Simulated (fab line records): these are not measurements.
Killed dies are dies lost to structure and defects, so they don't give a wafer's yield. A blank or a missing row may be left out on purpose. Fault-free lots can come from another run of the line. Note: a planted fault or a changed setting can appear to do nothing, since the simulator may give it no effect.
Split-lot study | flow rit_cmos | 5 lots, 23 wafers read, on a route of 202 steps

## THE SPLIT ITSELF
At RIT_SPACER_CVD_03 (deposits Si3N4 from SiH2Cl2/NH3, target thk 250 nm, time 3300 s), the setting time_s was moved away from the recipe's 3300 s on 15 of the 23 wafers read, by -14.9% to +6.5%. The other wafers ran this setting at the recipe's value.

## FROM THE SPLIT TO THE READING: what the file shows between them, 1 step
- RIT_SPACER_THK_MEAS_04

## THE READING
oes_product_au, in a.u., at RIT_SPACER_ETCHBACK_05 (etches Si3N4 in SF6/CHF3, stops on SiO2, target depth 250 nm, time 240 s). Fault-free wafers of this fab line usually give 0.848 a.u., standard deviation 0.015 a.u.

wafer  | tool, chamber at the split | time_s as run, s | against the recipe | oes_product_au, a.u. | against lot-mates on the recipe
L075.1 | -, -                       | 3446             | +4.4%              | 0.886                | no lot-mate on the recipe
L075.2 | -, -                       | 3446             | +4.4%              | 0.866                | no lot-mate on the recipe
L075.3 | -, -                       | 3446             | +4.4%              | 0.864                | no lot-mate on the recipe
L075.5 | -, -                       | 3446             | +4.4%              | 0.902                | no lot-mate on the recipe
L075.6 | -, -                       | 3446             | +4.4%              | 0.868                | no lot-mate on the recipe
L077.2 | -, -                       | 3300             | recipe             | 0.857                | -
L077.3 | -, -                       | 3300             | recipe             | 0.840                | -
L077.4 | -, -                       | 3300             | recipe             | 0.856                | -
L077.5 | -, -                       | 3300             | recipe             | 0.848                | -
L077.6 | -, -                       | 3300             | recipe             | 0.848                | -
L081.1 | -, -                       | 2807             | -14.9%             | 0.785                | no lot-mate on the recipe
L081.2 | -, -                       | 2807             | -14.9%             | 0.736                | no lot-mate on the recipe
L081.3 | -, -                       | 2807             | -14.9%             | 0.766                | no lot-mate on the recipe
L081.4 | -, -                       | 2807             | -14.9%             | 0.754                | no lot-mate on the recipe
L081.5 | -, -                       | 2807             | -14.9%             | 0.749                | no lot-mate on the recipe
L083.1 | lpcvd-01, 1                | 3300             | recipe             | 0.853                | -
L083.2 | lpcvd-01, 1                | 3300             | recipe             | 0.825                | -
L083.3 | lpcvd-01, 1                | 3300             | recipe             | 0.852                | -
L084.1 | -, -                       | 3513             | +6.5%              | 0.863                | no lot-mate on the recipe
L084.3 | -, -                       | 3513             | +6.5%              | 0.873                | no lot-mate on the recipe
L084.4 | -, -                       | 3513             | +6.5%              | 0.908                | no lot-mate on the recipe
L084.5 | -, -                       | 3513             | +6.5%              | 0.874                | no lot-mate on the recipe
L084.6 | -, -                       | 3513             | +6.5%              | 0.868                | no lot-mate on the recipe

THE FIT
A straight line over all 23 wafers: oes_product_au changes by +0.00582 a.u. for each +1% of time_s; r = +0.95; the points scatter about the line by 0.015 a.u.
Too few moved wafers have a lot-mate on the recipe to fit a line with each lot's own level taken away.

## THE WHOLE CHAIN: every reading that the file lists as answering this split, in the file's order
step                   | what it does                                                             | reading                                                                        | change (the file's fit)                   | r (the file's)
RIT_SPACER_CVD_03      | deposits Si3N4 from SiH2Cl2/NH3, target thk 250 nm, time 3300 s          | Si3N4_of_SPACER_CVD_03.thk_nm (the simulator's own value, which no gauge read) | +2.38 nm for each +1% of the setting      | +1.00
RIT_SPACER_THK_MEAS_04 |                                                                          | SPACER_NITRIDE_THK                                                             | +2.38 for each +1% of the setting         | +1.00
RIT_SPACER_ETCHBACK_05 | etches Si3N4 in SF6/CHF3, stops on SiO2, target depth 250 nm, time 240 s | oes_product_au                                                                 | +0.00582 a.u. for each +1% of the setting | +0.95
RIT_SPACER_ETCHBACK_05 | etches Si3N4 in SF6/CHF3, stops on SiO2, target depth 250 nm, time 240 s | etch.depth_nm (the simulator's own value, which no gauge read)                 | +2.38 nm for each +1% of the setting      | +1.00
RIT_SPACER_ETCHBACK_05 | etches Si3N4 in SF6/CHF3, stops on SiO2, target depth 250 nm, time 240 s | Si3N4_of_SPACER_CVD_03.thk_nm (the simulator's own value, which no gauge read) | +1.87 nm for each +1% of the setting      | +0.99

## THE FILE'S OWN FIT
oes_product_au changes by +0.00582 a.u. for each +1% of time_s, r = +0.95.
